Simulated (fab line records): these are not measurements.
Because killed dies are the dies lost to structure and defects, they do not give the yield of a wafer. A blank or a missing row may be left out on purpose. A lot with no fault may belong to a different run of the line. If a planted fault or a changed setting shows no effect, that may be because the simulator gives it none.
fab line records / flow ritCmos
[record] lots = 14 wafers = 42 lastDay = 7
route steps=202 shown NWELL@30 M1@202
lots that met no fault: from a run of the same line without faults
startH: hours from the record's first day to the start of the lot's first wafer shown / waitH: time in hours since the lot's previous step / " the same as in the row above / L1.1+2: one row covering several wafers at once / - no value, or no start given / * or withheld: withheld / < > ~ a bound
route shown NAME@n: NAME is a module with steps in the file, n the number in the route of the first one / usual: mean and standard deviation over wafers with no fault / same: alike in all rows / chamber/n: place in a boat / sites: readings site by site / _std_site: their standard deviation / _edge_site: outer sites' mean less inner sites' / radiusMm: how far each site lies from the wafer's centre / mask NAME#n: copy n / behind: the tool/chamber that last shaped the wafer / hold: what put the lot on hold/how long, in hours/how the hold closed / device: the transistor (n, p or np) that didn't switch / end of line: tests of these same wafers at the route's end / for a step that has no rows: nothing shown but its recipe / killed: dies lost to structure and defects at the first sort, not the wafer's yield / map: per-die view of a wafer (x killed, . not killed, _ where there is no die)
set.NAME: the setting the step ran with; set.NAME@STEP: the setting that earlier step ran with / model.NAME: the simulator's own value behind a step, which no gauge read
the route's steps for a sample of lots (tables are steps, rows are wafers)
[[steps]]
[step RIT_NWELL_SOFTBAKE_02]
[recipe] resist = NOVOLAK tempC = 90 timeS = 60
[usual] exhaustPa = 44.9/0.83 heaterPowerTotalW = 34.56/0.051 runLengthS = 89.28/0.18
lot.wafer=L249.2 tool=lithoTrack-04 chamber=0 startH=21.21 waitH=0.1 exhaustPa=44.9 heaterPowerTotalW=34.57 runLengthS=89.31
lot.wafer=L249.5 tool=lithoTrack-04 chamber=0 startH=21.21 waitH=0.1 exhaustPa=44.0 heaterPowerTotalW=34.53 runLengthS=89.03
lot.wafer=L249.6 tool=lithoTrack-04 chamber=0 startH=21.21 waitH=0.1 exhaustPa=44.4 heaterPowerTotalW=34.50 runLengthS=89.00
lot.wafer=L250.1 tool=lithoTrack-02 chamber=0 startH=30.00 waitH=0.1 exhaustPa=45.3 heaterPowerTotalW=34.53 runLengthS=89.43
lot.wafer=L250.4 tool=lithoTrack-02 chamber=0 startH=30.00 waitH=0.1 exhaustPa=44.3 heaterPowerTotalW=34.50 runLengthS=89.27
lot.wafer=L250.6 tool=lithoTrack-02 chamber=0 startH=30.00 waitH=0.1 exhaustPa=44.3 heaterPowerTotalW=34.50 runLengthS=89.39
lot.wafer=L252.2 tool=lithoTrack-03 chamber=0 startH=41.06 waitH=0.1 exhaustPa=45.6 heaterPowerTotalW=34.51 runLengthS=89.24
lot.wafer=L252.3 tool=lithoTrack-03 chamber=0 startH=41.06 waitH=0.1 exhaustPa=45.3 heaterPowerTotalW=34.61 runLengthS=89.32
lot.wafer=L252.6 tool=lithoTrack-03 chamber=0 startH=41.06 waitH=0.1 exhaustPa=45.5 heaterPowerTotalW=34.57 runLengthS=89.29
lot.wafer=L253.1 tool=lithoTrack-02 chamber=0 startH=44.21 waitH=0.1 exhaustPa=44.0 heaterPowerTotalW=34.61 runLengthS=89.39
lot.wafer=L253.2 tool=lithoTrack-02 chamber=0 startH=44.21 waitH=0.1 exhaustPa=43.8 heaterPowerTotalW=34.59 runLengthS=89.36
lot.wafer=L253.6 tool=lithoTrack-02 chamber=0 startH=44.21 waitH=0.1 exhaustPa=43.5 heaterPowerTotalW=34.48 runLengthS=89.44
lot.wafer=L254.2 tool=lithoTrack-04 chamber=0 startH=51.69 waitH=0.1 exhaustPa=44.7 heaterPowerTotalW=34.65 runLengthS=89.04
lot.wafer=L254.4 tool=lithoTrack-04 chamber=0 startH=51.69 waitH=0.1 exhaustPa=45.3 heaterPowerTotalW=34.53 runLengthS=89.03
lot.wafer=L254.6 tool=lithoTrack-04 chamber=0 startH=51.69 waitH=0.1 exhaustPa=44.4 heaterPowerTotalW=34.57 runLengthS=88.95
lot.wafer=L255.1 tool=lithoTrack-02 chamber=0 startH=51.72 waitH=0.1 exhaustPa=45.7 heaterPowerTotalW=34.44 runLengthS=89.34
lot.wafer=L255.4 tool=lithoTrack-02 chamber=0 startH=51.72 waitH=0.1 exhaustPa=45.3 heaterPowerTotalW=34.54 runLengthS=89.38
lot.wafer=L255.6 tool=lithoTrack-02 chamber=0 startH=51.72 waitH=0.1 exhaustPa=45.3 heaterPowerTotalW=34.50 runLengthS=89.37
lot.wafer=L256.1 tool=lithoTrack-04 chamber=0 startH=56.41 waitH=0.1 exhaustPa=45.5 heaterPowerTotalW=34.59 runLengthS=89.00
lot.wafer=L256.4 tool=lithoTrack-04 chamber=0 startH=56.41 waitH=0.1 exhaustPa=45.1 heaterPowerTotalW=34.60 runLengthS=89.06
lot.wafer=L256.6 tool=lithoTrack-04 chamber=0 startH=56.41 waitH=0.1 exhaustPa=44.4 heaterPowerTotalW=34.60 runLengthS=88.97
lot.wafer=L257.1 tool=lithoTrack-04 chamber=0 startH=62.00 waitH=0.1 exhaustPa=43.5 heaterPowerTotalW=34.59 runLengthS=89.20
lot.wafer=L257.2 tool=lithoTrack-04 chamber=0 startH=62.00 waitH=0.1 exhaustPa=45.2 heaterPowerTotalW=34.59 runLengthS=89.17
lot.wafer=L257.3 tool=lithoTrack-04 chamber=0 startH=62.00 waitH=0.1 exhaustPa=43.6 heaterPowerTotalW=34.58 runLengthS=89.13
lot.wafer=L258.1 tool=lithoTrack-03 chamber=0 startH=66.30 waitH=0.1 exhaustPa=45.5 heaterPowerTotalW=34.54 runLengthS=89.48
lot.wafer=L258.2 tool=lithoTrack-03 chamber=0 startH=66.30 waitH=0.1 exhaustPa=44.5 heaterPowerTotalW=34.57 runLengthS=89.33
lot.wafer=L258.4 tool=lithoTrack-03 chamber=0 startH=66.30 waitH=0.1 exhaustPa=43.7 heaterPowerTotalW=34.58 runLengthS=89.38
lot.wafer=L260.1 tool=lithoTrack-03 chamber=0 startH=76.53 waitH=0.1 exhaustPa=45.2 heaterPowerTotalW=34.53 runLengthS=89.26
lot.wafer=L260.2 tool=lithoTrack-03 chamber=0 startH=76.53 waitH=0.1 exhaustPa=45.4 heaterPowerTotalW=34.57 runLengthS=89.55
lot.wafer=L260.6 tool=lithoTrack-03 chamber=0 startH=76.53 waitH=0.1 exhaustPa=44.3 heaterPowerTotalW=34.59 runLengthS=89.30
lot.wafer=L263.2 tool=lithoTrack-03 chamber=0 startH=91.85 waitH=0.1 exhaustPa=43.7 heaterPowerTotalW=34.53 runLengthS=106.93
lot.wafer=L263.5 tool=lithoTrack-03 chamber=0 startH=91.85 waitH=0.1 exhaustPa=45.0 heaterPowerTotalW=34.61 runLengthS=106.90
lot.wafer=L263.6 tool=lithoTrack-03 chamber=0 startH=91.85 waitH=0.1 exhaustPa=46.0 heaterPowerTotalW=34.48 runLengthS=106.91
lot.wafer=L268.1 tool=lithoTrack-03 chamber=0 startH=116.40 waitH=0.1 exhaustPa=44.2 heaterPowerTotalW=34.67 runLengthS=106.91
lot.wafer=L268.4 tool=lithoTrack-03 chamber=0 startH=116.40 waitH=0.1 exhaustPa=43.6 heaterPowerTotalW=34.63 runLengthS=106.98
lot.wafer=L268.6 tool=lithoTrack-03 chamber=0 startH=116.40 waitH=0.1 exhaustPa=44.1 heaterPowerTotalW=34.51 runLengthS=106.98
lot.wafer=L269.2 tool=lithoTrack-04 chamber=0 startH=120.70 waitH=0.1 exhaustPa=44.9 heaterPowerTotalW=34.62 runLengthS=89.02
lot.wafer=L269.3 tool=lithoTrack-04 chamber=0 startH=120.70 waitH=0.1 exhaustPa=45.4 heaterPowerTotalW=34.51 runLengthS=89.35
lot.wafer=L269.5 tool=lithoTrack-04 chamber=0 startH=120.70 waitH=0.1 exhaustPa=44.9 heaterPowerTotalW=34.57 runLengthS=89.13
lot.wafer=L271.2 tool=lithoTrack-04 chamber=0 startH=131.84 waitH=0.1 exhaustPa=44.6 heaterPowerTotalW=34.52 runLengthS=88.95
lot.wafer=L271.3 tool=lithoTrack-04 chamber=0 startH=131.84 waitH=0.1 exhaustPa=44.1 heaterPowerTotalW=34.51 runLengthS=89.12
lot.wafer=L271.5 tool=lithoTrack-04 chamber=0 startH=131.84 waitH=0.1 exhaustPa=44.4 heaterPowerTotalW=34.56 runLengthS=88.98
[step RIT_M1_PROBE_99]
[usual] killedAtContacts = 0.1/0.31 killedAtFrontEnd = 6.3/2.7 killedDies = 6.4/2.7 killedOpen = 3.3/2 killedShort = 3/1.8
[same] grossDies = 264 killed_at_M0_to_M3 = 0 killed_at_M4_up = 0 killedAtBackSide = 0 killedAtOther = 0
lot.wafer=L250.1 tool=prober-01 chamber=- startH=70.83 waitH=0.1 killedAtContacts=0 killedAtFrontEnd=2 killedDies=2 killedOpen=2 killedShort=0
lot.wafer=L250.4 tool=prober-01 chamber=- startH=70.98 waitH=0.2 killedAtContacts=0 killedAtFrontEnd=5 killedDies=5 killedOpen=1 killedShort=4
lot.wafer=L250.6 tool=prober-01 chamber=- startH=71.08 waitH=0.2 killedAtContacts=0 killedAtFrontEnd=6 killedDies=6 killedOpen=2 killedShort=4
lot.wafer=L257.1 tool=prober-01 chamber=- startH=103.87 waitH=0.1 killedAtContacts=0 killedAtFrontEnd=4 killedDies=4 killedOpen=2 killedShort=2
lot.wafer=L257.2 tool=prober-01 chamber=- startH=103.92 waitH=0.1 killedAtContacts=0 killedAtFrontEnd=8 killedDies=8 killedOpen=6 killedShort=2
lot.wafer=L257.3 tool=prober-01 chamber=- startH=103.97 waitH=0.2 killedAtContacts=0 killedAtFrontEnd=6 killedDies=6 killedOpen=5 killedShort=1
lot.wafer=L268.1 tool=prober-01 chamber=- startH=155.19 waitH=0.1 killedAtContacts=0 killedAtFrontEnd=5 killedDies=5 killedOpen=1 killedShort=4
lot.wafer=L268.4 tool=prober-01 chamber=- startH=155.34 waitH=0.2 killedAtContacts=1 killedAtFrontEnd=5 killedDies=6 killedOpen=2 killedShort=4
lot.wafer=L268.6 tool=prober-01 chamber=- startH=155.44 waitH=0.2 killedAtContacts=0 killedAtFrontEnd=2 killedDies=2 killedOpen=1 killedShort=1
lot.wafer=L271.2 tool=prober-02 chamber=- startH=173.11 waitH=0.1 killedAtContacts=0 killedAtFrontEnd=7 killedDies=7 killedOpen=2 killedShort=5
lot.wafer=L271.3 tool=prober-02 chamber=- startH=173.16 waitH=0.2 killedAtContacts=0 killedAtFrontEnd=8 killedDies=8 killedOpen=4 killedShort=4
lot.wafer=L271.5 tool=prober-02 chamber=- startH=173.26 waitH=0.2 killedAtContacts=0 killedAtFrontEnd=6 killedDies=6 killedOpen=3 killedShort=3
// killed by level:class
L250.1 FOX1:geometricParticle:open=1 SPACER:geometricParticle:open=1
L250.4 GATE:geometricParticle:short=2 FOX1:geometricParticle:short=1 REOX:geometricParticle:open=1 SILICIDE:geometricParticle:short=1
L250.6 GATE:geometricParticle:short=2 FOX1:geometricParticle:short=1 REOX:geometricParticle:short=1 REOX:geometricParticle:open=1 SPACER:geometricParticle:open=1
L257.1 GATE:geometricParticle:open=1 GATE:geometricParticle:short=1 REOX:geometricParticle:open=1 SILICIDE:geometricParticle:short=1
L257.2 FOX1:geometricParticle:open=2 GATE:geometricParticle:open=2 FOX1:geometricParticle:short=1 FOX2:geometricParticle:open=1 REOX:geometricParticle:open=1 REOX:geometricParticle:short=1
L257.3 GATE:geometricParticle:open=3 FOX1:geometricParticle:open=1 SPACER:geometricParticle:short=1 SILICIDE:geometricParticle:open=1
L268.1 SPACER:geometricParticle:short=2 FOX2:geometricParticle:short=1 GATE:geometricParticle:short=1 SPACER:geometricParticle:open=1
L268.4 SPACER:geometricParticle:open=2 FOX1:geometricParticle:short=1 FOX2:geometricParticle:short=1 SPACER:geometricParticle:short=1 CONTACT:geometricParticle:short=1
L268.6 SPACER:geometricParticle:short=1 SILICIDE:geometricParticle:open=1
L271.2 GATE:geometricParticle:short=2 SPACER:geometricParticle:short=2 SPACER:geometricParticle:open=1 SILICIDE:geometricParticle:short=1 SILICIDE:geometricParticle:open=1
L271.3 GATE:geometricParticle:open=2 GATE:geometricParticle:short=2 FOX2:geometricParticle:open=1 SPACER:geometricParticle:short=1 SPACER:geometricParticle:open=1 SILICIDE:geometricParticle:short=1
L271.5 GATE:geometricParticle:open=2 FOX1:geometricParticle:open=1 FOX2:geometricParticle:short=1 GATE:geometricParticle:short=1 SPACER:geometricParticle:short=1
[[key]]
[firstSign] step = RIT_NWELL_SOFTBAKE_02 reading = runLengthS direction = up sigmas = 99 usual = * struck = *
effect none on later readings
metAt RIT_NWELL_SOFTBAKE_02
struckLots L263,L268
testerLeftOut L263,L268
onsetBetween 76.53 91.85
[fault] kind = processParameterDrift tool = lithoTrack-03 chamber = - onsetH = 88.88 steps = RIT_NWELL_SOFTBAKE_02 channel = timeS offset = * shape = step endH = 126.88 actsIn = * stated = *
// testerLeftOut: of these lots the tester's yield and bins aren't shown, on N5 and GAA mostly nor the transistor test; their killed dies are dies lost to structure and defects alone, not to doping, threshold or leakage, so they don't give the yield
